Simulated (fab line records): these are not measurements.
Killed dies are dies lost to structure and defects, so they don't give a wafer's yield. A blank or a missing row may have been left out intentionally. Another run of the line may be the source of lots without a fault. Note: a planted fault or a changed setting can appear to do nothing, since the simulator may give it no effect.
Which tool is to blame? + flow berkeley-cmos170 + Sampling: 14 lots, 42 wafers, 4 of 331 route steps

WHAT EACH GAUGE READ, for each wafer
UCB170_PVT_TW_MEAS_09. Usual: PVT_TW gives 506 (standard deviation 3.4).
| lot  | measured     | on            | PVT_TW      | flag |
|------|--------------|---------------|-------------|------|
| L547 | day 6 23:25  | film-metro-01 | 505 506 509 |      |
| L549 | day 6 23:35  | film-metro-03 | 503 503 501 |      |
| L548 | day 6 23:33  | film-metro-03 | 502 500 504 |      |
| L550 | day 7 09:29  | film-metro-01 | 507 509 505 |      |
| L552 | day 8 05:06  | film-metro-03 | 501 504 503 |      |
| L554 | day 8 05:40  | film-metro-02 | 627 625 628 | OFF  |
| L551 | day 8 05:28  | film-metro-01 | 505 508 511 |      |
| L556 | day 8 21:29  | film-metro-02 | 503 505 508 |      |
| L557 | day 9 14:29  | film-metro-03 | 621 618 622 | OFF  |
| L564 | day 11 00:28 | film-metro-02 | 505 506 503 |      |
| L562 | day 11 00:44 | film-metro-01 | 510 513 513 |      |
| L566 | day 11 12:58 | film-metro-03 | 505 506 504 |      |
| L565 | day 11 13:05 | film-metro-01 | 512 512 514 |      |
| L567 | day 11 13:15 | film-metro-02 | 504 505 503 |      |

UCB170_CONTACT_OVL_MEAS_16. Usual: CONTACT_OVL gives -1 nm (standard deviation 5.2).
| lot  | measured     | on         | CONTACT_OVL (nm) | flag |
|------|--------------|------------|------------------|------|
| L547 | day 8 23:02  | overlay-01 | 5 3 16           |      |
| L549 | day 9 01:20  | overlay-02 | -5 -6 -4         |      |
| L548 | day 8 23:28  | overlay-02 | 1 2 -1           |      |
| L550 | day 9 01:04  | overlay-02 | 7 3 5            |      |
| L552 | day 10 04:27 | overlay-02 | -2 4 7           |      |
| L554 | day 10 04:41 | overlay-02 | 6 0 6            |      |
| L551 | day 10 06:29 | overlay-01 | 3 -5 1           |      |
| L556 | day 10 16:29 | overlay-01 | -1 -2 1          |      |
| L557 | day 11 05:05 | overlay-01 | -8 0 -7          |      |
| L564 | day 12 16:11 | overlay-02 | -11 -8 -12       |      |
| L562 | day 12 17:58 | overlay-02 | 1 2 -5           |      |
| L566 | day 13 05:19 | overlay-01 | 3 -2 0           |      |
| L565 | day 13 05:56 | overlay-02 | 8 2 5            |      |
| L567 | day 13 05:37 | overlay-02 | 0 7 4            |      |

TOOL THAT RAN EACH LOT (tool first, then ch and the chambers of the sampled wafers, then the start)
| lot  | UCB170_PVT_IMPLANT_07           | UCB170_SILICIDE_RTA_04           |
|------|---------------------------------|----------------------------------|
| L547 | implanter-02 ch 0, day 6 23:11  | rtp-anneal-02 ch 0, day 8 19:02  |
| L549 | implanter-03 ch 0, day 6 23:19  | rtp-anneal-02 ch 0, day 8 19:36  |
| L548 | implanter-04 ch 0, day 6 23:20  | rtp-anneal-01 ch 0, day 8 19:23  |
| L550 | implanter-03 ch 0, day 7 09:14  | rtp-anneal-01 ch 0, day 8 19:52  |
| L552 | implanter-03 ch 0, day 8 04:52  | rtp-anneal-01 ch 0, day 10 00:26 |
| L554 | implanter-04 ch 0, day 8 05:06  | rtp-anneal-02 ch 0, day 10 00:37 |
| L551 | implanter-02 ch 0, day 8 05:14  | rtp-anneal-02 ch 0, day 10 00:58 |
| L556 | implanter-04 ch 0, day 8 21:14  | rtp-anneal-02 ch 0, day 10 11:31 |
| L557 | implanter-04 ch 0, day 9 13:55  | rtp-anneal-02 ch 0, day 11 00:14 |
| L564 | implanter-03 ch 0, day 11 00:14 | rtp-anneal-01 ch 0, day 12 12:10 |
| L562 | implanter-04 ch 0, day 11 00:31 | rtp-anneal-01 ch 0, day 12 12:54 |
| L566 | implanter-03 ch 0, day 11 12:44 | rtp-anneal-02 ch 0, day 12 23:59 |
| L565 | implanter-02 ch 0, day 11 12:51 | rtp-anneal-02 ch 0, day 13 00:45 |
| L567 | implanter-04 ch 0, day 11 13:01 | rtp-anneal-01 ch 0, day 13 00:11 |
- UCB170_PVT_IMPLANT_07
- UCB170_SILICIDE_RTA_04: time 15 s.

AS READ BY THE TOOLS THEMSELVES (means over the sampled wafers that have a number; for cases with no such wafer, the mark the record gives instead)
UCB170_SILICIDE_RTA_04. Usual: lamp-power-pct 7.65 %, standard deviation 0.16; wafer_temp_C_max 653.0, standard deviation 0.8.
| lot  | tool          | lamp-power-pct (%) | wafer_temp_C_max | flag |
|------|---------------|--------------------|------------------|------|
| L547 | rtp-anneal-02 | 7.81               | 653.2            |      |
| L549 | rtp-anneal-02 | 7.81               | 653.5            |      |
| L548 | rtp-anneal-01 | 7.50               | 652.5            |      |
| L550 | rtp-anneal-01 | 7.49               | 652.2            |      |
| L552 | rtp-anneal-01 | 7.49               | 652.1            |      |
| L554 | rtp-anneal-02 | 7.80               | 653.6            |      |
| L551 | rtp-anneal-02 | 7.80               | 653.1            |      |
| L556 | rtp-anneal-02 | 7.80               | 653.7            |      |
| L557 | rtp-anneal-02 | 7.80               | 653.2            |      |
| L564 | rtp-anneal-01 | 7.50               | 652.6            |      |
| L562 | rtp-anneal-01 | 7.49               | 652.3            |      |
| L566 | rtp-anneal-02 | 7.81               | 653.7            |      |
| L565 | rtp-anneal-02 | 7.80               | 653.3            |      |
| L567 | rtp-anneal-01 | 7.49               | 653.0            |      |

THE ANSWER, worked out from the rows above alone
Rule: lot off if the mean of its wafers having a number is beyond 3 standard deviations from the usual mean. Also off: a lot with no number at a reading for which 4 or more lots have one. Where the step has rows for the other lots, those lots are counted as sound. First the gauges in route order, then the tools' own readings, where a lot's mean is used as printed above. The first step at which some lot is off is used, and at that step the reading that is off furthest; a lot without a number counts as furthest.
Off: L554, L557, seen at UCB170_PVT_TW_MEAS_09 (PVT_TW).
A tool fits if, at a process step before that reading, it ran every lot that is off, and no sound lot after the first of them. Those tools and the gauges at UCB170_PVT_TW_MEAS_09 are tried in the same way. Not one of the candidates tried fits.

WHAT HAD BEEN PUT IN BY THE SIMULATOR
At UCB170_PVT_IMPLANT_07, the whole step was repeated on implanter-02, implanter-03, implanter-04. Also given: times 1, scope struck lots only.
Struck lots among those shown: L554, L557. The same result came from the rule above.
